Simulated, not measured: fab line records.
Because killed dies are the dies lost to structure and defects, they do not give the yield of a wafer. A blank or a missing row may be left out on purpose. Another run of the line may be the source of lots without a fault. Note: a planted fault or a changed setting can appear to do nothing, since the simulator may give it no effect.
Commonality check across tools ; flow berkeleyCmos170 ; 42 wafers sampled across 14 lots

## REASON IT WAS OPENED
Of 14 lots, 2 have the reading PLDD_TW flagged at UCB170_PLDD_TW_MEAS_11. Wafers without a fault read 1008, standard deviation 8.4.
Rule: flag the lot when none of its wafers has a number, or when each of its wafers that has one lies beyond 4 standard deviations from that mean. The rest of the lots are taken to be sound.

lot;measured;on;PLDD_TW, wafer by wafer;flag
L986;day 6 10:26;filmMetro-01;1021 1014 1017;
L985;day 6 10:48;filmMetro-03;1007 1011 1012;
L988;day 6 18:38;filmMetro-02;1006 1001 1006;
L987;day 6 18:55;filmMetro-01;1027 1020 1019;
L989;day 7 09:11;filmMetro-03;1001 998 1001;
L991;day 7 17:37;filmMetro-03;995 997 999;
L993;day 8 09:45;filmMetro-01;1014 1015 1018;
L992;day 8 10:13;filmMetro-02;1002 997 1000;
L994;day 8 15:07;filmMetro-01;1018 1017 1018;
L101;day 9 17:19;filmMetro-03;1090 1095 1098;FLAGGED
L100;day 9 17:35;filmMetro-01;1011 1014 1019;
L103;day 10 07:11;filmMetro-03;1091 1088 1092;FLAGGED
L105;day 10 21:15;filmMetro-01;1014 1018 1020;
L108;day 11 14:56;filmMetro-01;1018 1013 1020;
The mean of the flagged lots' numbers is 1092, +84 from the usual (+10 standard deviations).

## LOT BY LOT: THE TOOL USED
The record holds 1 process step before the reading, out of a route of 331 steps. Cell contents, in order: the tool; ch with the chambers the sampled wafers went through; the start.
lot;flag;UCB170_PLDD_IMPLANT_08
L986;;implanter-03 ch 0, day 6 10:03
L985;;implanter-01 ch 0, day 6 10:26
L988;;implanter-03 ch 0, day 6 18:14
L987;;implanter-04 ch 0, day 6 18:33
L989;;implanter-03 ch 0, day 7 08:47
L991;;implanter-01 ch 0, day 7 17:14
L993;;implanter-03 ch 0, day 8 09:21
L992;;implanter-04 ch 0, day 8 09:49
L994;;implanter-04 ch 0, day 8 14:43
L101;FLAGGED;implanter-01 ch 0, day 9 16:58
L100;;implanter-03 ch 0, day 9 17:11
L103;FLAGGED;implanter-01 ch 0, day 10 06:47
L105;;implanter-04 ch 0, day 10 20:53
L108;;implanter-04 ch 0, day 11 14:32
What the steps here do:
- UCB170_PLDD_IMPLANT_08
- UCB170_PLDD_TW_MEAS_11

## FLAGGED OVER TOTAL, TOOL BY TOOL (the gauges that took the reading come last)
step;tool;lots run;flagged;share of the flagged lots;sound lots run after its first flagged lot
UCB170_PLDD_IMPLANT_08;implanter-01;4;2;all;0
UCB170_PLDD_IMPLANT_08;implanter-03;5;0;none;-
UCB170_PLDD_IMPLANT_08;implanter-04;5;0;none;-
UCB170_PLDD_TW_MEAS_11;filmMetro-01;7;0;none;-
UCB170_PLDD_TW_MEAS_11;filmMetro-02;2;0;none;-
UCB170_PLDD_TW_MEAS_11;filmMetro-03;5;2;all;0

## WHAT IS ALLOWED BY THE TABLE
implanter-01 at UCB170_PLDD_IMPLANT_08 and filmMetro-03 at UCB170_PLDD_TW_MEAS_11 are the 2 rows of the table that ran each flagged lot.
- implanter-01 at UCB170_PLDD_IMPLANT_08 ran 4 lots, 2 of them flagged. Its last sound lot is L991 (day 7 17:14), its first flagged lot L101 (day 9 16:58): a fault that began between those two fits. Its own readings (beamOnS, doseIonsCm2, faradayCurrentUA) fall more than 4 standard deviations out on all wafers of the flagged lots.
- filmMetro-03 at UCB170_PLDD_TW_MEAS_11 ran 5 lots, 2 of them flagged. Its last sound lot is L991 (day 7 17:37), its first flagged lot L101 (day 9 17:19): a fault that began between those two fits.
These 2 tools cannot be told apart by counting lots, since each of them fits a fault that started at some hour. More lots, or a look at what each step does to the wafer, might.

## WHAT THE SIMULATOR PUT IN
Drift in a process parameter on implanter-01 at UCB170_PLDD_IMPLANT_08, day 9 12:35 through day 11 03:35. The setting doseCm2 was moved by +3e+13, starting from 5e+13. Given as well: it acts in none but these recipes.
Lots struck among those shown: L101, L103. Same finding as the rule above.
